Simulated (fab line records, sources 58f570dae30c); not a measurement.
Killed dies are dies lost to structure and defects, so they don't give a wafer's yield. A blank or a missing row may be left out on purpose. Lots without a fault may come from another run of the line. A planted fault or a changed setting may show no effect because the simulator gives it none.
fab line records | flow berkeley_cmos170
record lots=7 wafers=21 last_day=11
route steps=331 shown ACTIVE@63
lots that met no fault: from a run of the same line without faults
start_h: hours from the record's first day to the start of the lot's first wafer shown | wait_h: hours since the lot's step before | " the same as in the row above | L1.1+2: a row that stands for several wafers | - no value, or no start given | * or withheld: withheld | < > ~ a bound
route shown NAME@n: a module of which the file shows steps, and the number in the route of the first | usual: mean/standard deviation of fault-free wafers | same: alike in all rows | chamber/n: place in a boat | sites: the reading at each site | _std_site: their standard deviation | _edge_site: outer sites' mean less inner sites' | radius_mm: how far each site lies from the wafer's centre | mask NAME#n: copy n | behind: the tool/chamber that last shaped the wafer | hold: why the lot was held/for how many hours/how that ended | device: the transistor (n, p or np) that didn't switch | end of line: the same wafers' tests at the end of the route | a step without rows: its recipe alone | killed: dies lost to structure and defects at the first sort, not the wafer's yield | map: a wafer's dies, x killed, . not, _ none there
set.NAME: the setting as run; set.NAME@STEP: as run at that earlier step | model.NAME: the simulator's own value behind a step, which no gauge read
lots at some steps of the route; a table a step, a row a wafer
services: from which hour (start_h, from the record's first day; less than 0 if before it) a tool's chamber was out of use, for how many hours, and why
## steps
# step UCB170_ACTIVE_THK_MEAS_03
# recipe reads=SiO2_of_ACTIVE_OXIDATION_02
# usual ACTIVE_OXIDE_THK=26.3/0.47
# columns lot.wafer tool chamber start_h wait_h ACTIVE_OXIDE_THK[nm]
L336.1 film_metro-04 - 100.46 0.0 26.9
L336.3 " - " " 27.1
L336.4 " - " " 26.9
L338.2 film_metro-02 - 118.69 0.0 25.9
L338.3 " - " " 26.4
L338.6 " - " " 26.0
L344.1 film_metro-04 - 137.10 0.0 26.7
L344.2 " - " " 26.6
L344.4 " - " " 26.5
L346.1 film_metro-02 - 148.71 0.0 25.5
L346.2 " - " " 25.6
L346.3 " - " " 25.3
L348.2 film_metro-04 - 156.18 0.0 26.4
L348.4 " - " " 26.4
L348.5 " - " " 26.2
L347.3 film_metro-01 - 156.19 0.0 26.8
L347.5 " - " " 26.9
L347.6 " - " " 26.8
L350.1 film_metro-04 - 168.91 0.0 26.2
L350.3 " - " " 25.9
L350.5 " - " " 26.3
# step UCB170_ACTIVE_ANNEAL_04
# recipe temp_c=1000 time_s=900 ambient=N2
# step UCB170_ACTIVE_CVD_05
# recipe material=Si3N4 target_thk_nm=220 temp_c=800 precursor=SiH2Cl2/NH3 time_s=3300 pressure_mtorr=200 sih2cl2_flow_sccm=25 nh3_flow_sccm=75
# step UCB170_ACTIVE_THK_MEAS_06
# recipe reads=Si3N4_of_ACTIVE_CVD_05
# usual ACTIVE_NITRIDE_THK=219.9/1.9
# columns lot.wafer tool chamber start_h wait_h ACTIVE_NITRIDE_THK[nm]
L336.1 film_metro-04 - 105.96 0.0 218.4
L336.3 " - " " 217.8
L336.4 " - " " 219.0
L338.2 film_metro-02 - 125.35 0.0 220.1
L338.3 " - " " 218.6
L338.6 " - " " 219.8
L344.1 film_metro-02 - 143.51 0.0 219.1
L344.2 " - " " 220.2
L344.4 " - " " 220.0
L346.1 film_metro-02 - 155.21 0.0 220.1
L346.2 " - " " 220.7
L346.3 " - " " 220.4
L348.2 film_metro-01 - 165.16 0.0 218.7
L348.4 " - " " 218.9
L348.5 " - " " 219.6
L347.3 film_metro-04 - 165.17 0.0 219.9
L347.5 " - " " 220.6
L347.6 " - " " 221.4
L350.1 film_metro-01 - 175.75 0.0 221.5
L350.3 " - " " 221.5
L350.5 " - " " 221.5
# step UCB170_ACTIVE_HMDS_07
# recipe prime_time_s=60 prime_temp_c=100
# step UCB170_ACTIVE_COAT_08
# recipe resist=KrF spin_rpm=1500 resist_thk_nm=900
# step UCB170_ACTIVE_SOFTBAKE_09
# recipe resist=KrF temp_c=130 time_s=60
# step UCB170_ACTIVE_EXPOSE_10
# recipe mask_id=ACTIVE target_cd_nm=1200 na=0.5 sigma_outer=0.6 source_shape=conventional dose_mj=20
# step UCB170_ACTIVE_PEB_11
# recipe peb_temp_c=130 peb_time_s=withheld resist=KrF
# step UCB170_ACTIVE_DEVELOP_12
# recipe developer=TMAH develop_time_s=45 resist=KrF dev_temp_c=21
# step UCB170_ACTIVE_CD_MEAS_13
# recipe target_cd_nm=1200
# usual cd_nm=1200.0/1.5
# columns lot.wafer tool chamber start_h wait_h cd_nm
L336.1 cd_sem-01 - 107.50 - 1196.8
L336.3 " - " " 1197.3
L336.4 " - " " 1200.8
L338.2 cd_sem-01 - 126.75 - 1198.0
L338.3 " - " " 1197.5
L338.6 " - " " 1197.3
L344.1 cd_sem-01 - 144.54 - 1198.3
L344.2 " - " " 1199.4
L344.4 " - " " 1199.3
L346.1 cd_sem-01 - 156.24 - 1202.1
L346.2 " - " " 1201.4
L346.3 " - " " 1201.6
L347.3 cd_sem-02 - 166.09 - 1200.7
L347.5 " - " " 1199.8
L347.6 " - " " 1199.1
L348.2 cd_sem-01 - 166.31 - 1200.1
L348.4 " - " " 1201.0
L348.5 " - " " 1200.1
L350.1 cd_sem-01 - 176.92 - 1202.3
L350.3 " - " " 1200.6
L350.5 " - " " 1201.9
# step UCB170_ACTIVE_OVL_MEAS_14
# usual ACTIVE_OVL=-2/5.5
# columns lot.wafer tool chamber start_h wait_h ACTIVE_OVL[nm]
L336.1 overlay-02 - 107.62 0.1 -16
L336.3 " - " " -14
L336.4 " - " " -7
L338.2 overlay-01 - 126.85 0.1 4
L338.3 " - " " 6
L338.6 " - " " 3
L344.1 overlay-02 - 144.66 0.1 -5
L344.2 " - " " -5
L344.4 " - " " -4
L346.1 overlay-02 - 156.36 0.1 1
L346.2 " - " " -12
L346.3 " - " " -1
L347.3 overlay-02 - 166.18 0.1 -2
L347.5 " - " " -3
L347.6 " - " " 5
L348.2 overlay-01 - 166.42 0.1 4
L348.4 " - " " 1
L348.5 " - " " -3
L350.1 overlay-02 - 177.04 0.1 7
L350.3 " - " " 3
L350.5 " - " " 8
# step UCB170_ACTIVE_ETCH_15
# recipe chemistry=CH3F/Ar/O2 target=Si3N4 stop_on=SiO2 CH3F_flow_sccm=20 Ar_flow_sccm=50 O2_flow_sccm=7 pressure_mtorr=50 rf_w=450 target_depth_a=2420 over_etch_frac=0.1 time_s=151
# usual drypump_motor_current_A=5.8/0.34 oes_product_au=0.940/0.013 rf_fwd_power_W=447.8/1.6 throttle_valve_pct=8.01/0.13
# columns lot.wafer tool chamber start_h wait_h drypump_motor_current_A oes_product_au rf_fwd_power_W rf_hours_counter_h throttle_valve_pct model.KrF_of_ACTIVE_COAT_08.thk_nm model.etch.depth_nm model.SiO2_of_ACTIVE_OXIDATION_02.thk_nm
L336.1 rie_diel-04 2 107.66 0.0 6.0 0.944 447.8 18 7.90 723.4 218.3 23.27
L336.3 " 1 " " 5.6 0.936 448.3 1 7.94 724.5 217.8 23.42
L336.4 " 2 " " 6.0 0.947 447.2 - 7.90 726.8 219 23.29
L338.2 rie_diel-04 2 126.88 0.0 6.0 0.948 446.2 20 7.91 730.9 220 22.35
L338.3 " 0 " " 6.3 0.935 448.4 13 8.02 727.4 218.4 22.67
L338.6 " 2 " " 6.0 0.949 448.7 - 7.91 727.6 219.6 22.4
L344.1 rie_diel-04 2 144.70 0.0 6.0 0.861 267.1 20 7.92 765.1 187.1 23.83
L344.2 " 3 " " 5.6 0.846 269.8 1 7.86 766.1 182.9 23.8
L344.4 " 0 " " 6.3 0.858 266.8 14 8.03 764.5 187.9 23.59
L346.1 rie_diel-04 3 156.40 0.0 5.6 0.853 264.7 2 7.85 771.4 181.4 22.8
L346.2 " 1 " " 5.6 0.864 268.3 4 7.94 767.5 186.6 22.72
L346.3 " 2 " " 6.0 0.849 268.5 21 7.88 768.7 184.7 22.53
L347.3 rie_diel-02 2 166.20 0.0 5.5 0.943 446.4 137 7.92 725.4 220 22.97
L347.5 " 0 " " 6.0 0.939 448.3 - 8.16 724.9 220.5 22.72
L347.6 " 1 " " 5.5 0.960 448.2 - 8.17 729 221.5 23.22
L348.2 rie_diel-04 0 166.45 0.0 6.3 0.855 265.4 15 8.04 757.8 186 23.52
L348.4 " 1 " " 5.6 0.870 268.9 - 7.92 759.9 187.6 23.55
L348.5 " 3 " " 5.6 0.852 267.1 - 7.85 761.1 182.9 23.45
L350.1 rie_diel-02 2 177.07 0.0 5.5 0.943 442.2 138 7.92 728.8 221.6 22.41
L350.3 " 1 " " 5.5 0.961 448.1 71 8.18 731.4 221.5 22.38
L350.5 " 0 " " 6.0 0.944 448.2 - 8.16 726.2 221.7 22.19
# step UCB170_ACTIVE_STRIP_16
# recipe chemistry=O2 power_w=400 pressure_mtorr=3500 platen_temp_c=withheld o2_flow_sccm=400 overash_fraction=0.5
# usual drypump_motor_current_A=5.9/0.56 oes_product_au=0.721/0.0043 strip_time_to_endpoint_s=18.13/0.086
# columns lot.wafer tool chamber start_h wait_h drypump_motor_current_A oes_product_au rf_hours_counter_h strip_time_to_endpoint_s
L336.1 plasma_asher-02 1 107.76 0.1 6.1 0.717 31 18.07
L336.3 " 1 " " 6.1 0.720 - 18.10
L336.4 " 0 " " 6.1 0.721 - 18.14
L338.2 plasma_asher-04 1 126.98 0.1 5.7 0.719 43 18.25
L338.3 " 1 " " 5.7 0.722 - 18.16
L338.6 " 1 " " 5.7 0.722 - 18.17
L344.1 plasma_asher-03 1 144.80 0.1 4.9 0.719 1 19.05
L344.2 " 0 " " 6.1 0.718 1 19.08
L344.4 " 0 " " 6.0 0.720 - 19.04
L346.1 plasma_asher-03 0 156.50 0.1 6.1 0.721 2 19.21
L346.2 " 1 " " 4.9 0.719 2 19.13
L346.3 " 0 " " 6.1 0.723 - 19.14
L347.3 plasma_asher-04 0 166.34 0.1 6.7 0.721 - 18.12
L347.5 " 0 " " 6.6 0.716 - 18.11
L347.6 " 1 " " 5.7 0.718 - 18.21
L348.2 plasma_asher-03 0 166.55 0.1 6.1 0.719 3 18.88
L348.4 " 1 " " 4.9 0.723 - 18.94
L348.5 " 0 " " 6.1 0.729 - 18.96
L350.1 plasma_asher-03 1 177.17 0.1 4.9 0.729 4 18.19
L350.3 " 1 " " 4.9 0.719 - 18.25
L350.5 " 1 " " 4.9 0.731 - 18.12
# step UCB170_ACTIVE_CD_MEAS_90
# recipe target_cd_nm=1200
# usual cd_nm=1199.9/1.5
# columns lot.wafer tool chamber start_h wait_h cd_nm
L336.1 cd_sem-01 - 107.86 0.1 1196.8
L336.3 " - " " 1197.7
L336.4 " - " " 1200.5
L338.2 cd_sem-02 - 127.10 0.1 1197.7
L338.3 " - " " 1197.3
L338.6 " - " " 1197.4
L344.1 cd_sem-01 - 144.90 0.1 1199.3
L344.2 " - " " 1200.2
L344.4 " - " " 1200.6
L346.1 cd_sem-01 - 156.60 0.1 1203.2
L346.2 " - " " 1202.3
L346.3 " - " " 1203.0
L347.3 cd_sem-02 - 166.44 0.1 1200.3
L347.5 " - " " 1199.6
L347.6 " - " " 1198.9
L348.2 cd_sem-01 - 166.67 0.1 1201.1
L348.4 " - " " 1202.0
L348.5 " - " " 1201.3
L350.1 cd_sem-02 - 177.28 0.1 1202.3
L350.3 " - " " 1200.3
L350.5 " - " " 1201.5
## services
# columns tool chamber start_h hours kind
rie_diel-04 3 92.01 - clean
rie_diel-04 3 92.01 27.1 scheduled_down
rie_diel-04 3 92.01 27.1 vent_cycle
plasma_asher-03 - 108.75 9.0 pm
plasma_asher-03 0 108.75 9.0 vent_cycle
plasma_asher-03 1 108.75 9.0 vent_cycle
plasma_asher-03 0 117.75 - clean
plasma_asher-03 1 117.75 - clean
plasma_asher-03 - 126.91 15.6 pm
rie_diel-04 - 133.30 1.1 repair
plasma_asher-02 - 157.02 1.9 repair
plasma_asher-02 - 157.98 4.2 repair
rie_diel-04 2 159.62 23.3 repair
rie_diel-04 1 172.90 39.9 repair
## key
first_sign step=UCB170_ACTIVE_ETCH_15 reading=rf_fwd_power_W direction=down sigmas=99+ usual=447.8 struck=267.4
effect step=UCB170_ACTIVE_ETCH_15 reading=oes_product_au direction=down sigmas=6.4 usual=0.940 struck=0.857
effect step=UCB170_ACTIVE_STRIP_16 reading=strip_time_to_endpoint_s direction=up sigmas=11 usual=* struck=*
model_effect step=UCB170_ACTIVE_ETCH_15 value=KrF_of_ACTIVE_COAT_08.thk_nm without=728.8 struck=764.7
met_at UCB170_ACTIVE_ETCH_15
struck_wafers L344.1,L344.2,L344.4,L346.1,L346.2,L346.3,L348.2,L348.4,L348.5
later_rows_left_out L344.1,L344.2,L344.4,L346.1,L346.2,L346.3,L348.2,L348.4,L348.5
sort_left_out L344.1,L344.2,L344.4,L346.1,L346.2,L346.3,L348.2,L348.4,L348.5
tester_left_out L344,L346,L348
onset_between 126.88 144.70
fault kind=process_parameter_drift tool=rie_diel-04 chamber=- onset_h=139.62 steps=UCB170_ACTIVE_ETCH_15 channel=rf_w offset=-180 shape=step end_h=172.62 acts_in=these_recipes_only stated=450
# tester_left_out: of these lots the tester's yield and bins aren't shown, on N5 and GAA mostly nor the transistor test; their killed dies are dies lost to structure and defects alone, not to doping, threshold or leakage, so they don't give the yield
# sort_left_out: the simulated sort isn't trusted on such a fault, so these wafers' sort isn't shown, and their yield isn't known
# later_rows_left_out: the simulator's readings of these wafers behind a module that went badly wrong aren't trusted and aren't shown, but for the sort
